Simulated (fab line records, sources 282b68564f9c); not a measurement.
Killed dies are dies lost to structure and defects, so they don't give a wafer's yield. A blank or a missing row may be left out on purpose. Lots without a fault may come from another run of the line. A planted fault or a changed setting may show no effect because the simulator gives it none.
A struck lot beside a sound one | flow rit_cmos | 16 steps out of a route of 202
Sound: wafers L138.2, L138.3, L138.4. Struck: wafers L136.2, L136.3, L136.4. The cause comes at the end.
At each step with rows: each side's tool, then ch and its chambers, then its first start. Under that, the readings that differ: sound wafers | struck wafers | difference of the means | sigmas: that difference in standard deviations of wafers without a fault.
alike: readings whose means differ by less than 2 such deviations, and words and numbers that are the same on both sides. not compared: withheld readings, readings that some wafer has no value for, bounds like >300 that may hide the same value, and numbers for which the record gives no deviation and whose values overlap.
The two part at a step that has a row with sigmas, a row that says differs or no value, or rows on one side only. Numbers that don't overlap but have no deviation are shown without sigmas and don't part them. A reading that every wafer of one side lacks parts them only if that side has two wafers or more.

first, 1 step without rows for these wafers: RIT_ACTIVE_OXIDATION_01 (target thk 46.8 nm, ox time 3360 s).
RIT_ACTIVE_THK_MEAS_02:
  sound on film_metro-02, day 4 05:04; struck on film_metro-03, day 3 19:04
  reading               | sound          | struck         | difference | sigmas
  ACTIVE_OXIDE_THK (nm) | 48.6 48.6 48.8 | 47.2 46.8 47.1 | -1.6       | -2
then, 1 step without rows for these wafers: RIT_ACTIVE_CVD_03 (deposits Si3N4 from SiH2Cl2/NH3, target thk 150 nm, time 1500 s).
RIT_ACTIVE_THK_MEAS_04:
  sound on film_metro-03, day 4 06:32; struck on film_metro-03, day 3 20:32
  reading                 | sound             | struck            | difference | sigmas
  ACTIVE_NITRIDE_THK (nm) | 152.5 153.4 153.0 | 149.7 150.5 149.4 | -3.1       | -2
then, 6 steps without rows for these wafers: RIT_ACTIVE_HMDS_05 (prime time 60 s); RIT_ACTIVE_COAT_06 (resist thk 1000 nm); RIT_ACTIVE_SOFTBAKE_07 (time 60 s); RIT_ACTIVE_EXPOSE_08 (exposes mask M1, target cd 1400 nm); RIT_ACTIVE_PEB_09; RIT_ACTIVE_DEVELOP_10 (develop time 50 s).
RIT_ACTIVE_CD_MEAS_11: target cd 1400 nm.
  sound on cd_sem-02, day 4 07:35; struck on cd_sem-01, day 3 21:29
  alike: cd_nm
then, 1 step without rows for these wafers: RIT_ACTIVE_HARDBAKE_12 (time 60 s).
RIT_ACTIVE_ETCH_13: etches Si3N4 in SF6, stops on SiO2, time 210 s, target depth 210 nm.
  sound on rie_diel-04 ch 0,1,2, day 4 07:54; struck on rie_diel-02 ch 0,1,2, day 3 21:44
  no value came back on the struck wafers for any of 6 readings (SF6_flow_sccm (sccm), chamber_pressure_mTorr (mTorr) and others); on the sound wafers SF6_flow_sccm (sccm) reads 199.7 199.8 199.8
  reading                                     | sound           | struck            | difference | sigmas
  model.NOVOLAK_of_ACTIVE_COAT_06.thk_nm (nm) | 649 651.3 654.9 | 882.5 880.9 880.7 | +229.6     |
  not compared: model.SiO2_of_ACTIVE_OXIDATION_01.thk_nm
RIT_ACTIVE_STRIP_14: strips in O2, time 180 s.
  sound on plasma_asher-03 ch 0,1, day 4 08:02; struck on plasma_asher-01 ch 0,1, day 3 21:52
  alike: drypump_motor_current_A
  not compared: rf_hours_counter_h
RIT_ACTIVE_CD_MEAS_90: target cd 1400 nm.
  sound on cd_sem-02, day 4 08:14; struck on cd_sem-02, day 3 22:04
  reading    | sound                | struck | difference                    | sigmas
  cd_nm (nm) | 1402.7 1400.7 1400.2 | - - -  | no value on the struck wafers |
then, 1 step without rows for these wafers: RIT_ACTIVE_CLEAN_15 (cleans in SC1, time 600 s).

WHERE THEY PART
First at RIT_ACTIVE_THK_MEAS_02; last, within this record, at RIT_ACTIVE_CD_MEAS_90.

WHY: what the simulator had put in
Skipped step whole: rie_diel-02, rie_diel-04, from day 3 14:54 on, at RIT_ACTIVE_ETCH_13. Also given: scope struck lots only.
